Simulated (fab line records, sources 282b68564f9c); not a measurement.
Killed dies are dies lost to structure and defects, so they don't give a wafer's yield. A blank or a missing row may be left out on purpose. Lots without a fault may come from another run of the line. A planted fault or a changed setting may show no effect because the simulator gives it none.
Chamber matching | flow rit_cmos | RIT_SPACER_ETCHBACK_05 on rie_diel-03: 4 sister chambers
The step etches Si3N4 in SF6/CHF3, stops on SiO2, target depth 250 nm, time 240 s. 14 wafers are shown with their chamber, then 7 later ones without.

WAFERS WITH THEIR CHAMBER
wafer  | chamber | drypump_motor_current_A (A) | throttle_valve_pct (%) | oes_product_au (a.u.)
L988.2 | 0       | 5.5                         | 10.02                  | 0.856
L988.4 | 3       | 5.8                         | 10.19                  | 0.853
L988.5 | 0       | 5.6                         | 10.01                  | 0.860
L989.1 | 1       | 5.5                         | 10.37                  | 0.854
L989.2 | 0       | 5.5                         | 10.02                  | 0.863
L989.4 | 2       | 4.8                         | 10.18                  | 0.838
L991.1 | 1       | 5.5                         | 10.34                  | 0.847
L991.5 | 2       | 4.9                         | 10.17                  | 0.820
L991.6 | 1       | 5.5                         | 10.36                  | 0.843
L104.2 | 3       | 5.8                         | 10.20                  | 0.843
L104.3 | 0       | 5.6                         | 10.03                  | 0.855
L104.6 | 2       | 4.9                         | 10.17                  | 0.822
L106.1 | 0       | 5.6                         | 10.02                  | 0.849
L106.3 | 2       | 4.9                         | 10.15                  | 0.807

SIGNATURES (means of the wafers above)
reading                 | chamber 0 | chamber 1 | chamber 2 | chamber 3 | scatter within a chamber
drypump_motor_current_A | 5.560     | 5.500     | 4.875     | 5.800     | 0.0442
throttle_valve_pct      | 10.0200   | 10.3567   | 10.1675   | 10.1950   | 0.0109
oes_product_au          | 0.85660   | 0.84800   | 0.82175   | 0.84800   | 0.00843
Rule: a wafer's distance from a chamber is the root of the sum, over the readings, of the square of ((its reading less the chamber's mean) divided by the reading's scatter). The wafer belongs to the nearest chamber; if the next one is less than 2 further off, it can't be placed. The scatter: the root of (the sum of the squares of (reading less its chamber's mean) over the shown wafers, divided by (wafers less chambers)).

WAFERS WITHOUT THEIR CHAMBER
wafer  | drypump_motor_current_A (A) | throttle_valve_pct (%) | oes_product_au (a.u.)
L106.6 | 5.5                         | 10.35                  | 0.830
L109.1 | 4.8                         | 10.19                  | 0.839
L109.2 | 5.5                         | 10.35                  | 0.860
L109.4 | 5.6                         | 10.01                  | 0.869
L111.1 | 5.5                         | 10.02                  | 0.855
L111.4 | 4.9                         | 10.17                  | 0.826
L111.6 | 5.6                         | 10.02                  | 0.867

WHICH CHAMBER EACH WENT THROUGH
wafer  | from the rows above | in truth
L106.6 | 1                   | 1
L109.1 | 2                   | 2
L109.2 | 1                   | 1
L109.4 | 0                   | 0
L111.1 | 0                   | 0
L111.4 | 2                   | 2
L111.6 | 0                   | 0
Placed correctly: 7 of 7. Can't be placed from these rows: 0. Placed wrongly: 0.
